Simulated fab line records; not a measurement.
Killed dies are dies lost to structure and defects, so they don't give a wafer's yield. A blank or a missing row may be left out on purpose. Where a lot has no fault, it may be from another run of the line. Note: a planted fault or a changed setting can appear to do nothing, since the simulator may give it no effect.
Which tool did it? | flow berkeley_cmos170 | at 1 step of a route of 331, 7 lots with 21 wafers sampled

== WHAT THE GAUGES READ, wafer by wafer ==
UCB170_GATE_CD_MEAS_12 targets a cd of 350 nm.
lot  | measured     | on        | cd_nm (nm)
L163 | day 7 08:37  | cd_sem-01 | 347.6 348.3 347.6
L164 | day 8 00:16  | cd_sem-01 | 348.4 348.9 348.3
L169 | day 8 23:26  | cd_sem-01 | 350.1 350.5 350.8
L173 | day 9 06:01  | cd_sem-02 | 348.0 349.7 349.7
L178 | day 10 20:11 | cd_sem-01 | 347.7 347.5 347.7
L180 | day 11 07:01 | cd_sem-02 | 351.1 351.5 350.9
L181 | day 11 22:24 | cd_sem-01 | 350.5 349.3 349.1

== WHAT TOOL EACH LOT RAN ON (gives the tool, then ch and the chambers of the sampled wafers, and finally the start) ==
The record holds no process step before these readings.

== THE ANSWER, worked out from the rows above alone ==
Rule: the lots themselves supply what counts as usual. Put in order of their means at a reading, lots are off if they are a third of the lots or fewer, leave a main group of 4 or more, and stand apart from it by a gap of 3 or more times the standard deviation of the main group's means; of several such gaps the widest counts. Not used: any main group whose means are identical at the precision the tables above print for the reading. A lot without any number at a reading at which 4 lots or more have one is off too. Where the step has rows for the other lots, those lots are counted as sound.
None of the lots is off at any reading shown; this tells nothing.

== WHAT THE SIMULATOR HAD INSERTED ==
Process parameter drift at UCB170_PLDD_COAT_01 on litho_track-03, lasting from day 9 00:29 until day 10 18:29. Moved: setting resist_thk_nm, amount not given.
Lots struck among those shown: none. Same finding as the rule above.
